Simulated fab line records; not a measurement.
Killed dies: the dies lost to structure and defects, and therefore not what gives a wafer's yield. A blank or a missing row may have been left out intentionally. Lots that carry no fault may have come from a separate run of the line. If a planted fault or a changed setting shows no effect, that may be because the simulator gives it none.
fab line records + flow berkeleyCmos170
record
- lots=15
- wafers=45
- lastDay=12
route steps=331 shown NWELL@27 NLDD@163 NSD@193 V2@294
lots untouched by any fault: they come from a run of this same line in which no faults occurred
startH: the number of hours between the record's first day and the start of the first shown wafer of the lot + waitH: hours since the lot's step before + " unchanged from the row above + L1.1+2: a row that stands for several wafers + - no value, or no start given + * or withheld: withheld + < > ~ a bound
route shown NAME@n: names a module that has steps shown in the file, with the first one's number in the route + usual: the fault-free wafers' mean and standard deviation + same: alike in all rows + chamber/n: place in a boat + sites: each site's reading + _std_site: the standard deviation of these + _edge_site: the outer-site mean with the inner-site mean subtracted + radiusMm: for every site, how far away it sits from the centre of the wafer + mask NAME#n: copy n + behind: the last tool/chamber to shape the wafer + hold: reason for holding the lot/hours on hold/outcome of the hold + device: which transistor (n, p or np) failed to switch + end of line: the route-end tests of the same wafers + for a step that has no rows: nothing shown but its recipe + killed: at the first sort, the dies lost to defects and structure; wafer yield is something else + map: dies across one wafer; x = killed, . = not, _ = none there
set.NAME: the setting that was run; set.NAME@STEP: the one run at that earlier step + model.NAME: the simulator's own value behind a step, which no gauge read
route steps across a sampled set of lots; one table per step, one row per wafer
services: the hour from which a tool's chamber was out of use, counted from the record's first day as startH (under 0 if before that day), plus the number of hours and why
## steps
# step UCB170_NWELL_ETCH_13
# recipe
- chemistry=CH3F/Ar/O2
- target=Si3N4
- stopOn=SiO2
- CH3F_flow_sccm=20
- Ar_flow_sccm=50
- O2_flow_sccm=7
- pressureMtorr=50
- rfW=450
- targetDepthA=2464
- overEtchFrac=0.1
- timeS=154
# usual
- drypumpMotorCurrentA=5.8/0.42
- oesProductAu=0.937/0.018
- throttleValvePct=7.99/0.12
| lot.wafer | tool       | chamber | startH | waitH | drypumpMotorCurrentA | oesProductAu | rfHoursCounterH | throttleValvePct |
|-----------|------------|---------|--------|-------|----------------------|--------------|-----------------|------------------|
| L747.1    | rieDiel-01 | 2       | 34.87  | 0.0   | 6.0                  | 0.917        | 118             | 7.95             |
| L747.3    | "          | 1       | "      | "     | 5.3                  | 0.952        | 132             | 7.88             |
| L747.5    | "          | 0       | "      | "     | 6.6                  | 0.930        | -               | 8.12             |
| L750.1    | rieDiel-02 | 1       | 44.25  | 0.0   | 5.5                  | 0.941        | 140             | 8.01             |
| L750.4    | "          | 0       | "      | "     | 6.3                  | 0.963        | 2               | 7.85             |
| L750.5    | "          | 2       | "      | "     | 5.5                  | 0.937        | -               | 8.21             |
| L749.3    | rieDiel-03 | 0       | 47.72  | 0.1   | 5.2                  | 0.964        | 6               | 8.00             |
| L749.4    | "          | 1       | "      | "     | 6.3                  | 0.912        | 33              | 7.89             |
| L749.6    | "          | 3       | "      | "     | 5.6                  | 0.936        | -               | 8.08             |
| L751.1    | rieDiel-02 | 3       | 61.53  | 0.0   | 5.6                  | 0.931        | 124             | 7.93             |
| L751.4    | "          | 0       | "      | "     | 6.3                  | 0.959        | 3               | 7.85             |
| L751.6    | "          | 2       | "      | "     | 5.4                  | 0.939        | -               | 8.22             |
| L754.1    | rieDiel-01 | 1       | 76.98  | 0.0   | 5.3                  | 0.927        | 134             | 7.87             |
| L754.3    | "          | 0       | "      | "     | 6.5                  | 0.922        | 138             | 8.12             |
| L754.6    | "          | 0       | "      | "     | 6.5                  | 0.921        | -               | 8.11             |
| L755.1    | rieDiel-02 | 2       | 77.25  | 0.0   | 5.5                  | 0.926        | 99              | 8.22             |
| L755.3    | "          | 0       | "      | "     | 6.3                  | 0.961        | 4               | 7.82             |
| L755.6    | "          | 1       | "      | "     | 5.6                  | 0.936        | -               | 8.00             |
| L758.3    | rieDiel-02 | 3       | 96.53  | 0.0   | 5.6                  | 0.940        | 125             | 7.91             |
| L758.4    | "          | 2       | "      | "     | 5.4                  | 0.938        | 100             | 8.23             |
| L758.6    | "          | 1       | "      | "     | 5.5                  | 0.955        | -               | 8.00             |
| L760.2    | rieDiel-01 | 3       | 101.10 | 0.0   | 5.9                  | 0.915        | 74              | 8.11             |
| L760.3    | "          | 1       | "      | "     | 5.3                  | 0.936        | 135             | 7.88             |
| L760.5    | "          | 1       | "      | "     | 5.3                  | 0.942        | -               | 7.88             |
| L761.1    | rieDiel-02 | 2       | 101.29 | 0.0   | 5.4                  | 0.939        | 101             | 8.23             |
| L761.2    | "          | 3       | "      | "     | 5.6                  | 0.925        | 126             | 7.91             |
| L761.6    | "          | 0       | "      | "     | 6.3                  | 0.958        | -               | 7.84             |
| L762.2    | rieDiel-01 | 3       | 101.42 | 0.0   | 6.0                  | 0.912        | 74              | 8.11             |
| L762.5    | "          | 3       | "      | "     | 5.9                  | 0.926        | -               | 8.09             |
| L762.6    | "          | 2       | "      | "     | 6.0                  | 0.908        | -               | 7.94             |
| L763.3    | rieDiel-01 | 2       | 111.26 | 0.0   | 6.0                  | 0.909        | 121             | 7.93             |
| L763.5    | "          | 2       | "      | "     | 6.0                  | 0.910        | -               | 7.95             |
| L763.6    | "          | 1       | "      | "     | 5.3                  | 0.945        | -               | 7.88             |
| L767.2    | rieDiel-01 | 1       | 136.07 | 0.0   | 5.3                  | 0.955        | 137             | 7.91             |
| L767.4    | "          | 2       | "      | "     | 6.1                  | 0.918        | 123             | 7.96             |
| L767.6    | "          | 1       | "      | "     | 5.3                  | 0.946        | -               | 7.87             |
| L768.1    | rieDiel-01 | 1       | 138.53 | 0.0   | 5.3                  | 0.947        | 137             | 7.90             |
| L768.2    | "          | 3       | "      | "     | 5.9                  | 0.921        | 76              | 8.11             |
| L768.4    | "          | 2       | "      | "     | 6.0                  | 0.909        | 123             | 7.95             |
| L769.1    | rieDiel-03 | 2       | 138.92 | 0.0   | 6.0                  | 0.965        | 64              | 7.88             |
| L769.3    | "          | 1       | "      | "     | 6.3                  | 0.912        | 39              | 7.88             |
| L769.5    | "          | 1       | "      | "     | 6.3                  | 0.903        | -               | 7.89             |
| L770.1    | rieDiel-02 | 1       | 145.70 | 0.0   | 5.5                  | 0.935        | 145             | 8.01             |
| L770.3    | "          | 0       | "      | "     | 6.3                  | 0.955        | 7               | 7.84             |
| L770.5    | "          | 1       | "      | "     | 5.5                  | 0.934        | -               | 8.02             |
# step UCB170_NLDD_DEVELOP_05
# recipe
- developer=TMAH
- developTimeS=45
- resist=KrF
- devTempC=21
# usual
- chillPlateTempC=23.03/0.1
- developTimeS=45/0
- resistLineTempC=23.00/0.089
| lot.wafer | tool          | chamber | startH | waitH | chillPlateTempC | developTimeS | resistLineTempC |
|-----------|---------------|---------|--------|-------|-----------------|--------------|-----------------|
| L747.1    | lithoTrack-03 | 0       | 141    | -     | 23.26           | 45           | 23.12           |
| L747.3    | "             | 0       | "      | "     | 23.23           | 45           | 23.01           |
| L747.5    | "             | 0       | "      | "     | 23.18           | 45           | 23.16           |
| L749.3    | lithoTrack-04 | 0       | 150    | -     | 23.01           | 45           | 23.05           |
| L749.4    | "             | 0       | "      | "     | 23.06           | 45           | 23.03           |
| L749.6    | "             | 0       | "      | "     | 23.04           | 45           | 22.92           |
| L750.1    | lithoTrack-03 | 0       | 151    | -     | 23.00           | 45           | 23.01           |
| L750.4    | "             | 0       | "      | "     | 22.93           | 45           | 23.04           |
| L750.5    | "             | 0       | "      | "     | 22.93           | 45           | 23.01           |
| L751.1    | lithoTrack-04 | 0       | 170    | -     | 23.04           | 45           | 22.95           |
| L751.4    | "             | 0       | "      | "     | 23.00           | 45           | 23.06           |
| L751.6    | "             | 0       | "      | "     | 23.01           | 45           | 23.05           |
| L755.1    | lithoTrack-01 | 0       | 181    | -     | 23.08           | 45           | 22.97           |
| L755.3    | "             | 0       | "      | "     | 23.04           | 45           | 22.96           |
| L755.6    | "             | 0       | "      | "     | 23.10           | 45           | 22.91           |
| L754.1    | lithoTrack-04 | 0       | 181    | -     | 23.02           | 45           | 22.81           |
| L754.3    | "             | 0       | "      | "     | 23.01           | 45           | 23.02           |
| L754.6    | "             | 0       | "      | "     | 23.12           | 45           | 22.95           |
| L763.3    | lithoTrack-01 | 0       | 206    | -     | 23.19           | 45           | 22.95           |
| L763.5    | "             | 0       | "      | "     | 23.00           | 45           | 22.87           |
| L763.6    | "             | 0       | "      | "     | 22.98           | 45           | 22.89           |
| L760.2    | lithoTrack-01 | 0       | 208    | -     | 22.89           | 45           | 22.98           |
| L760.3    | "             | 0       | "      | "     | 23.02           | 45           | 23.01           |
| L760.5    | "             | 0       | "      | "     | 23.02           | 45           | 22.92           |
| L762.2    | lithoTrack-01 | 0       | 208    | -     | 23.11           | 45           | 23.03           |
| L762.5    | "             | 0       | "      | "     | 23.18           | 45           | 22.90           |
| L762.6    | "             | 0       | "      | "     | 23.06           | 45           | 23.01           |
| L761.1    | lithoTrack-03 | 0       | 208    | -     | 22.99           | 45           | 23.14           |
| L761.2    | "             | 0       | "      | "     | 22.93           | 45           | 23.02           |
| L761.6    | "             | 0       | "      | "     | 22.91           | 45           | 23.06           |
| L758.3    | lithoTrack-04 | 0       | 209    | -     | 23.01           | 45           | 23.01           |
| L758.4    | "             | 0       | "      | "     | 23.13           | 45           | 22.97           |
| L758.6    | "             | 0       | "      | "     | 23.09           | 45           | 22.94           |
| L767.2    | lithoTrack-01 | -       | 243    | -     | -               | -            | -               |
| L767.4    | "             | -       | "      | "     | -               | -            | -               |
| L767.6    | "             | -       | "      | "     | -               | -            | -               |
| L769.1    | lithoTrack-03 | -       | 244    | -     | -               | -            | -               |
| L769.3    | "             | -       | "      | "     | -               | -            | -               |
| L769.5    | "             | -       | "      | "     | -               | -            | -               |
| L768.1    | lithoTrack-04 | -       | 244    | -     | -               | -            | -               |
| L768.2    | "             | -       | "      | "     | -               | -            | -               |
| L768.4    | "             | -       | "      | "     | -               | -            | -               |
| L770.1    | lithoTrack-03 | 0       | 250    | -     | 22.98           | 45           | 22.92           |
| L770.3    | "             | 0       | "      | "     | 22.84           | 45           | 23.03           |
| L770.5    | "             | 0       | "      | "     | 23.14           | 45           | 22.95           |
# step UCB170_NSD_CD_MEAS_06
# recipe
- targetCdNm=1200
# usual
- cdNm=1199.9/1.2
| lot.wafer | tool     | chamber | startH | waitH | cdNm   |
|-----------|----------|---------|--------|-------|--------|
| L747.1    | cdSem-01 | -       | 151.19 | -     | 1201.1 |
| L747.3    | "        | -       | "      | "     | 1199.7 |
| L747.5    | "        | -       | "      | "     | 1199.8 |
| L750.1    | cdSem-02 | -       | 159.92 | -     | 1201.3 |
| L750.4    | "        | -       | "      | "     | 1201.1 |
| L750.5    | "        | -       | "      | "     | 1198.7 |
| L749.3    | cdSem-02 | -       | 160.14 | -     | 1199.7 |
| L749.4    | "        | -       | "      | "     | 1198.8 |
| L749.6    | "        | -       | "      | "     | 1199.2 |
| L751.1    | cdSem-02 | -       | 180.45 | -     | 1202.1 |
| L751.4    | "        | -       | "      | "     | 1200.9 |
| L751.6    | "        | -       | "      | "     | 1201.2 |
| L755.1    | cdSem-02 | -       | 190.84 | -     | 1201.4 |
| L755.3    | "        | -       | "      | "     | 1201.2 |
| L755.6    | "        | -       | "      | "     | 1200.6 |
| L754.1    | cdSem-02 | -       | 191.23 | -     | 1199.1 |
| L754.3    | "        | -       | "      | "     | 1200.3 |
| L754.6    | "        | -       | "      | "     | 1199.2 |
| L762.2    | cdSem-01 | -       | 218.09 | -     | 1198.9 |
| L762.5    | "        | -       | "      | "     | 1199.6 |
| L762.6    | "        | -       | "      | "     | 1200.7 |
| L760.2    | cdSem-02 | -       | 218.31 | -     | 1198.4 |
| L760.3    | "        | -       | "      | "     | 1198.5 |
| L760.5    | "        | -       | "      | "     | 1200.0 |
| L763.3    | cdSem-01 | -       | 218.39 | -     | 1199.9 |
| L763.5    | "        | -       | "      | "     | 1200.0 |
| L763.6    | "        | -       | "      | "     | 1200.2 |
| L761.1    | cdSem-01 | -       | 218.70 | -     | 1200.9 |
| L761.2    | "        | -       | "      | "     | 1200.5 |
| L761.6    | "        | -       | "      | "     | 1199.2 |
| L758.3    | cdSem-02 | -       | 218.98 | -     | 1200.0 |
| L758.4    | "        | -       | "      | "     | 1199.1 |
| L758.6    | "        | -       | "      | "     | 1199.6 |
| L767.2    | cdSem-02 | -       | 255.71 | -     | 1198.1 |
| L767.4    | "        | -       | "      | "     | 1200.1 |
| L767.6    | "        | -       | "      | "     | 1199.7 |
| L768.1    | cdSem-01 | -       | 255.81 | -     | 1202.0 |
| L768.2    | "        | -       | "      | "     | 1200.7 |
| L768.4    | "        | -       | "      | "     | 1201.8 |
| L769.1    | cdSem-02 | -       | 256.05 | -     | 1200.4 |
| L769.3    | "        | -       | "      | "     | 1198.8 |
| L769.5    | "        | -       | "      | "     | 1198.6 |
| L770.1    | cdSem-02 | -       | 262.85 | -     | 1199.7 |
| L770.3    | "        | -       | "      | "     | 1201.1 |
| L770.5    | "        | -       | "      | "     | 1201.2 |
# step UCB170_V2_CMP_02
# recipe
- material=SiO2
- downForcePsi=6
- platenRpm=60
- padVelocityMS=0.75398
# usual
- motorCurrentA=14.9/1.5
| lot.wafer | tool   | chamber | startH | waitH | motorCurrentA |
|-----------|--------|---------|--------|-------|---------------|
| L747.3    | cmp-02 | 0       | 169.96 | 0.0   | 13.6          |
| L747.1    | "      | 3       | "      | "     | 17.9          |
| L747.5    | "      | 0       | "      | "     | 14.7          |
| L750.4    | cmp-02 | 2       | 178.73 | 0.1   | 15.1          |
| L750.1    | "      | 3       | "      | "     | 17.2          |
| L750.5    | "      | 1       | "      | "     | 13.3          |
| L749.3    | cmp-02 | 0       | 180.00 | 0.1   | 14.3          |
| L749.4    | "      | 2       | "      | "     | 15.2          |
| L749.6    | "      | 0       | "      | "     | 15.0          |
| L751.1    | cmp-02 | 2       | 198.61 | 0.1   | 15.3          |
| L751.4    | "      | 3       | "      | "     | 17.4          |
| L751.6    | "      | 3       | "      | "     | 17.4          |
| L755.1    | cmp-02 | 0       | 211.46 | 0.1   | 14.1          |
| L755.3    | "      | 2       | "      | "     | 15.1          |
| L755.6    | "      | 3       | "      | "     | 18.0          |
| L754.3    | cmp-01 | 2       | 211.64 | 0.0   | 14.8          |
| L754.1    | "      | 3       | "      | "     | 15.4          |
| L754.6    | "      | 2       | "      | "     | 14.4          |
| L762.2    | cmp-02 | 1       | 238.91 | 0.0   | 11.9          |
| L762.6    | "      | 1       | "      | "     | 12.7          |
| L762.5    | "      | 2       | "      | "     | 14.5          |
| L763.3    | cmp-02 | 3       | 239.36 | 0.2   | 16.8          |
| L763.6    | "      | 0       | "      | "     | 14.2          |
| L763.5    | "      | 1       | "      | "     | 12.3          |
| L760.2    | cmp-01 | 3       | 242.66 | 0.0   | 15.3          |
| L760.3    | "      | 0       | "      | "     | 14.4          |
| L760.5    | "      | 3       | "      | "     | 16.4          |
| L758.4    | cmp-01 | 0       | 245.71 | 0.1   | 13.9          |
| L758.3    | "      | 1       | "      | "     | 17.5          |
| L758.6    | "      | 3       | "      | "     | 16.1          |
| L761.1    | cmp-02 | 3       | 245.78 | 0.1   | 17.1          |
| L761.2    | "      | 1       | "      | "     | 13.2          |
| L761.6    | "      | 3       | "      | "     | 17.5          |
| L767.2    | cmp-02 | 1       | 271.50 | 0.0   | 13.2          |
| L767.4    | "      | 3       | "      | "     | 16.0          |
| L767.6    | "      | 2       | "      | "     | 15.4          |
| L768.4    | cmp-01 | 0       | 273.02 | 0.1   | 14.5          |
| L768.2    | "      | 1       | "      | "     | 16.3          |
| L768.1    | "      | 2       | "      | "     | 14.5          |
| L769.3    | cmp-02 | 0       | 274.09 | 0.0   | 14.5          |
| L769.1    | "      | 2       | "      | "     | 15.4          |
| L769.5    | "      | 0       | "      | "     | 13.8          |
| L770.3    | cmp-02 | 3       | 281.86 | 0.1   | 17.4          |
| L770.1    | "      | 0       | "      | "     | 14.6          |
| L770.5    | "      | 2       | "      | "     | 15.8          |
## services
| tool       | chamber | startH | hours | kind   |
|------------|---------|--------|-------|--------|
| cmp-02     | -       | 20.35  | 0.2   | repair |
| rieDiel-01 | 3       | 43.05  | 8.5   | repair |
| cmp-01     | -       | 45.85  | 0.8   | repair |
| rieDiel-01 | 2       | 57.80  | 10.8  | repair |
| cmp-01     | -       | 64.00  | 4.0   | pm     |
| rieDiel-01 | -       | 80.16  | 0.2   | repair |
| rieDiel-02 | -       | 86.75  | 2.8   | pm     |
| rieDiel-02 | 1       | 90.79  | 3.3   | repair |
| rieDiel-02 | 3       | 131.01 | 3.2   | repair |
| rieDiel-02 | 1       | 136.36 | 3.6   | repair |
| cmp-02     | -       | 137.04 | 1.6   | repair |
| rieDiel-01 | 3       | 138.69 | 11.9  | repair |
| rieDiel-02 | 2       | 142.66 | 5.8   | repair |
| rieDiel-02 | 0       | 153.99 | 1.4   | repair |
| rieDiel-01 | 1       | 188.03 | 9.4   | repair |
| rieDiel-01 | 2       | 191.05 | 14.4  | repair |
| rieDiel-01 | 1       | 206.89 | 10.9  | repair |
| rieDiel-01 | 0       | 208.76 | 4.3   | repair |
| cmp-02     | -       | 213.11 | 8.1   | pm     |
| rieDiel-01 | -       | 225.92 | 2.8   | pm     |
| cmp-02     | -       | 232.00 | 4.0   | pm     |
| rieDiel-02 | 2       | 235.43 | 7.6   | repair |
| rieDiel-02 | 1       | 264.73 | 2.0   | repair |
| cmp-02     | -       | 268.00 | 3.3   | repair |
## key
firstSign
- step=UCB170_NLDD_DEVELOP_05
- reading=toolRecord
- direction=missing
effect none on later readings
metAt UCB170_NLDD_DEVELOP_05
struckLots L767,L768,L769
sortLeftOut L767.2,L767.4,L767.6,L768.1,L768.2,L768.4,L769.1,L769.3,L769.5
testerLeftOut L767,L768,L769
notActingAt UCB170_NWELL_ETCH_13,UCB170_NSD_CD_MEAS_06,UCB170_V2_CMP_02
onsetBetween 209 243
fault
- kind=skippedStepWhole
- tool=lithoTrack-01,lithoTrack-03,lithoTrack-04
- chamber=-
- onsetH=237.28
- steps=UCB170_NLDD_DEVELOP_05
- scope=struckLotsOnly
# testerLeftOut: of these lots the tester's yield and bins aren't shown, on N5 and GAA mostly nor the transistor test; their killed dies are dies lost to structure and defects alone, not to doping, threshold or leakage, so they don't give the yield
# sortLeftOut: the simulated sort isn't trusted on such a fault, so these wafers' sort isn't shown, and their yield isn't known
